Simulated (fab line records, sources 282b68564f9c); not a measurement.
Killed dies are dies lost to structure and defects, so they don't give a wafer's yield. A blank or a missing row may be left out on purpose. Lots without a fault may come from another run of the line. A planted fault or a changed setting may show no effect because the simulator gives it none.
Split-lot experiment | flow rit_cmos | 5 lots, 23 wafers read, on a route of 202 steps

THE SPLIT
At RIT_SILICIDE_SPUTTER_01 (material Ti, target thk 30 nm, time 240 s), the setting power_w was moved away from the recipe's 350 W on 7 of the 23 wafers read, by -4.3% to +10.2%. The other wafers ran this setting at the recipe's value.

FROM THE SPLIT TO THE READING: what the file shows between them, 1 step
- RIT_SILICIDE_RS_MEAS_02: measures by four-point-probe

THE READING
SILICIDE_TI_THK, in nm, at RIT_SILICIDE_THK_MEAS_03 (measures by xrf). Fault-free wafers of this fab line usually give 30.1 nm, standard deviation 0.39 nm.

wafer  | tool, chamber at the split | power_w as run, W | against the recipe | SILICIDE_TI_THK, nm | against lot-mates on the recipe
L076.1 | pvd_sputter-03, -          | 350               | recipe             | 29.5                | -
L076.3 | pvd_sputter-03, -          | 350               | recipe             | 29.5                | -
L076.6 | pvd_sputter-03, -          | 350               | recipe             | 29.4                | -
L078.1 | pvd_sputter-03, -          | 350               | recipe             | 29.8                | -
L078.2 | pvd_sputter-03, -          | 335.1             | -4.3%              | 28.9                | -1.0
L078.3 | pvd_sputter-03, -          | 335.1             | -4.3%              | 28.2                | -1.7
L078.4 | pvd_sputter-03, -          | 335.1             | -4.3%              | 28.5                | -1.4
L078.5 | pvd_sputter-03, -          | 350               | recipe             | 29.9                | -
L080.2 | pvd_sputter-03, -          | 350               | recipe             | 30.1                | -
L080.3 | pvd_sputter-03, -          | 350               | recipe             | 29.9                | -
L080.4 | pvd_sputter-03, -          | 350               | recipe             | 30.1                | -
L080.5 | pvd_sputter-03, -          | 350               | recipe             | 30.2                | -
L080.6 | pvd_sputter-03, -          | 350               | recipe             | 30.6                | -
L082.1 | pvd_sputter-03, -          | 350               | recipe             | 30.2                | -
L082.2 | pvd_sputter-03, -          | 385.6             | +10.2%             | 33.2                | +3.0
L082.4 | pvd_sputter-03, -          | 350               | recipe             | 30.2                | -
L082.5 | pvd_sputter-03, -          | 350               | recipe             | 30.2                | -
L082.6 | pvd_sputter-03, -          | 385.6             | +10.2%             | 33.7                | +3.5
L084.1 | pvd_sputter-03, -          | 350               | recipe             | 29.9                | -
L084.3 | pvd_sputter-03, -          | 382.8             | +9.4%              | 32.6                | +2.7
L084.4 | pvd_sputter-03, -          | 350               | recipe             | 29.9                | -
L084.5 | pvd_sputter-03, -          | 382.8             | +9.4%              | 33.0                | +3.1
L084.6 | pvd_sputter-03, -          | 350               | recipe             | 29.9                | -

THE FIT
A straight line over all 23 wafers: SILICIDE_TI_THK changes by +0.327 nm for each +1% of power_w; r = +0.98; the points scatter about the line by 0.31 nm.
The same after taking each lot's own level away (the mean of its wafers on the recipe; 23 wafers): +0.314 nm for each +1%; r = +0.99; scatter 0.19 nm.
On that fit, the largest move of power_w shifts the reading by 3.2 nm.
The lots' own levels span 29.47 to 30.20 nm, that is 1.9 times the standard deviation above.
So the lot-to-lot level changes the slope little: the two slopes agree.
Check: with one of the wafers moved furthest among these (+10.2%) left out of the fit, the line predicts +3.26 nm for it against its lot-mates. It came out at +3 nm against them.

OTHER SPLITS ON THESE WAFERS
These wafers also went through other splits before the reading. Each is held against what the fit with the lots' levels taken away leaves over:
other split on the same wafers  | wafers away from the commonest value | r with SILICIDE_TI_THK (lot level and that fit taken away)
RIT_GATE_ETCH_19 over_etch_frac | 11                                   | -0.13
RIT_NLDD_COAT_01 resist_thk_nm  | 5                                    | -0.21
RIT_NLDD_IMPLANT_08 energy_kev  | 8                                    | -0.27
RIT_NSD_IMPLANT_08 energy_kev   | 10                                   | +0.17

THE WHOLE CHAIN: every reading that the file lists as answering this split, in the file's order
step                     | what it does                              | reading                                                                           | change (the file's fit)               | r (the file's)
RIT_SILICIDE_SPUTTER_01  | material Ti, target thk 30 nm, time 240 s | Ti_of_SILICIDE_SPUTTER_01.thk_nm (the simulator's own value, which no gauge read) | +0.311 nm for each +1% of the setting | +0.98
RIT_SILICIDE_RS_MEAS_02  | measures by four-point-probe              | SILICIDE_TI_RS                                                                    | -0.562 for each +1% of the setting    | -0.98
RIT_SILICIDE_THK_MEAS_03 | measures by xrf                           | SILICIDE_TI_THK                                                                   | +0.312 for each +1% of the setting    | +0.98

THE FILE'S OWN FIT
SILICIDE_TI_THK changes by +0.312 nm for each +1% of power_w, r = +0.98.
